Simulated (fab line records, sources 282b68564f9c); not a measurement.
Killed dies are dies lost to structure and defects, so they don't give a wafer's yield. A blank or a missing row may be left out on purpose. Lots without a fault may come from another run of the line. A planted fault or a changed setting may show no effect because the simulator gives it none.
Which tool did it? | flow rit_cmos | 7 lots, 21 wafers sampled, at 2 steps of a route of 202

WHAT THE GAUGES READ, wafer by wafer
RIT_SILICIDE_RS_MEAS_02: measures by four-point-probe.
lot  | measured    | on            | SILICIDE_TI_RS (ohm/sq)
L615 | day 3 12:11 | film_metro-02 | 47.0 47.6 46.9
L617 | day 4 00:29 | film_metro-03 | 47.0 47.9 47.1
L621 | day 4 19:33 | film_metro-01 | 47.4 47.7 47.6
L623 | day 5 05:21 | film_metro-02 | 48.4 48.1 48.1
L627 | day 6 01:03 | film_metro-01 | 46.6 47.1 47.0
L630 | day 6 14:56 | film_metro-02 | 47.1 47.1 47.2
L636 | day 7 21:53 | film_metro-02 | 47.4 47.6 47.6

WHICH TOOL RAN EACH LOT (tool, then ch and the chambers of the sampled wafers, then the start)
lot  | RIT_SILICIDE_SPUTTER_01
L615 | pvd_sputter-04, day 3 12:02
L617 | pvd_sputter-04, day 4 00:18
L621 | pvd_sputter-04, day 4 19:23
L623 | pvd_sputter-04, day 5 05:12
L627 | pvd_sputter-03, day 6 00:54
L630 | pvd_sputter-01, day 6 14:46
L636 | pvd_sputter-01, day 7 21:41
- RIT_SILICIDE_SPUTTER_01: material Ti, target thk 30 nm, time 240 s.

THE ANSWER, worked out from the rows above alone
Rule: what is usual is taken from the lots themselves. Put in order of their means at a reading, lots are off if they are a third of the lots or fewer, leave a main group of 4 or more, and stand apart from it by a gap of 3 or more times the standard deviation of the main group's means; of several such gaps the widest counts. A main group whose means are all the same, to the digits that the tables above print for the reading, isn't used. A lot without any number at a reading at which 4 lots or more have one is off too. The other lots that the step has rows for count as sound.
No lot is off at any reading shown: from this, nothing can be told.

WHAT THE SIMULATOR HAD PUT IN
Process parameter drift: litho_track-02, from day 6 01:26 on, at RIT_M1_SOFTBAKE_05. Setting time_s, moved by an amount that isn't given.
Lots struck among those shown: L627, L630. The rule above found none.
